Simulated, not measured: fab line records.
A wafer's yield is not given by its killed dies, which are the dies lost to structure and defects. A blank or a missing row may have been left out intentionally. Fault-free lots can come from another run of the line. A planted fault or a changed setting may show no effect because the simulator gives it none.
Chamber matching / flow berkeleyCmos170 / rieDiel-04 running UCB170_SPACER_ETCHBACK_03: 4 sister chambers
The step etches SiO2 in CHF3/CF4/Ar, stops on Si, target depth 376 nm, time 100 s. 4 wafers are shown with their chamber, then 7 later ones without.

EACH WAFER AND ITS CHAMBER
wafer=L234.1; chamber=2; drypumpMotorCurrentA (A)=5.5
wafer=L234.2; chamber=1; drypumpMotorCurrentA (A)=4.9
wafer=L247.1; chamber=0; drypumpMotorCurrentA (A)=5.9
wafer=L247.2; chamber=3; drypumpMotorCurrentA (A)=6.7

WAFERS WITHOUT THEIR CHAMBER
wafer=L247.3; drypumpMotorCurrentA (A)=4.8
wafer=L251.1; drypumpMotorCurrentA (A)=4.9
wafer=L251.4; drypumpMotorCurrentA (A)=6.0
wafer=L251.6; drypumpMotorCurrentA (A)=5.9
wafer=L254.2; drypumpMotorCurrentA (A)=6.0
wafer=L254.4; drypumpMotorCurrentA (A)=4.9
wafer=L254.6; drypumpMotorCurrentA (A)=5.9

THE CHAMBER EACH PASSED THROUGH
wafer=L247.3; from the rows above=1; in truth=1
wafer=L251.1; from the rows above=1; in truth=1
wafer=L251.4; from the rows above=0; in truth=0
wafer=L251.6; from the rows above=0; in truth=0
wafer=L254.2; from the rows above=0; in truth=0
wafer=L254.4; from the rows above=1; in truth=1
wafer=L254.6; from the rows above=0; in truth=0
Correctly placed: 7 of 7. Can't be placed from these rows: 0. Number placed wrongly: 0.
How it was worked out, from the rows above alone: a wafer's distance from a chamber is the root of the sum, over the readings, of the square of ((its reading less the chamber's mean) divided by the reading's scatter). If the next closest chamber is less than 2 further off than the closest, the wafer can't be placed; otherwise it belongs to the closest. For every chamber, the mean is computed from those of its wafers that are shown. The scatter: root of mean squared gap, hidden wafer to nearest shown wafer, with one shown wafer a chamber.
